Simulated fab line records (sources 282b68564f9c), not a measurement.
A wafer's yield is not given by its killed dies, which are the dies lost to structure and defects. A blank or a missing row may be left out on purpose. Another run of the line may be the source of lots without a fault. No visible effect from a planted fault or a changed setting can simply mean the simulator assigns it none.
Which tool is to blame? -- flow rit cmos -- 14 lots, 42 wafers sampled, at 2 steps of a route of 202

WHAT THE GAUGES READ, wafer by wafer
RIT_NRETRO_TW_MEAS_10. Usual: for NRETRO_TW the level is 1060 and the standard deviation is 6.4.
lot,measured,on,NRETRO_TW,flag
L701,day 2 07:06,film metro-04,1052 1049 1055,
L702,day 2 12:02,film metro-01,1052 1051 1054,
L703,day 2 20:33,film metro-04,1054 1059 1059,
L704,day 2 23:43,film metro-04,1052 1054 1053,
L705,day 3 04:25,film metro-01,1057 1059 1050,
L707,day 3 18:14,film metro-04,1071 1066 1061,
L708,day 3 23:05,film metro-02,1317 1329 1318,OFF
L709,day 3 23:19,film metro-02,1059 1054 1054,
L711,day 4 11:22,film metro-02,1322 1327 1329,OFF
L712,day 4 16:16,film metro-04,1064 1060 1059,
L716,day 5 12:01,film metro-02,1076 1076 1065,
L720,day 6 07:27,film metro-04,1057 1064 1055,
L722,day 6 15:51,film metro-01,1063 1060 1071,
L723,day 6 22:55,film metro-02,1057 1058 1057,

EACH LOT AND THE TOOL THAT RAN IT (in order: tool; ch and the chambers of the sampled wafers; start)
lot,RIT_NRETRO_IMPLANT_08
L701,"implanter-03 ch 0, day 2 06:49"
L702,"implanter-03 ch 0, day 2 11:43"
L703,"implanter-03 ch 0, day 2 20:16"
L704,"implanter-03 ch 0, day 2 23:26"
L705,"implanter-01 ch 0, day 3 04:05"
L707,"implanter-01 ch 0, day 3 17:54"
L708,"implanter-03 ch 0, day 3 22:28"
L709,"implanter-03 ch 0, day 3 23:01"
L711,"implanter-01 ch 0, day 4 10:45"
L712,"implanter-01 ch 0, day 4 15:59"
L716,"implanter-04 ch 0, day 5 11:44"
L720,"implanter-04 ch 0, day 6 07:07"
L722,"implanter-01 ch 0, day 6 15:32"
L723,"implanter-01 ch 0, day 6 22:37"
- RIT_NRETRO_IMPLANT_08

WHAT THE TOOLS THEMSELVES READ (means of the sampled wafers that have a number; where no wafer has one, the mark that the record gives instead)
The record holds no such reading with a usual standard deviation.

THE ANSWER, worked out from the rows above alone
Rule: a lot counts as off when the mean over its wafers that have a number is more than 3 standard deviations away from the usual mean. Also off: a lot with no number at a reading for which 4 or more lots have one. Any other lot the step has rows for is counted as sound. First the gauges in route order, then the tools' own readings, where a lot's mean is used as printed above. At the first step where some lot is off, the reading lying furthest off is the one used; lots without a number count as furthest.
Off: L708, L711, seen at RIT_NRETRO_TW_MEAS_10 (NRETRO_TW).
If a tool, at a process step before that reading, ran all the lots that are off and no sound lot after the first of them, it fits. The gauges at RIT_NRETRO_TW_MEAS_10 are tried like those tools. Of those tried, none fits.

WHAT THE SIMULATOR HAD PUT IN
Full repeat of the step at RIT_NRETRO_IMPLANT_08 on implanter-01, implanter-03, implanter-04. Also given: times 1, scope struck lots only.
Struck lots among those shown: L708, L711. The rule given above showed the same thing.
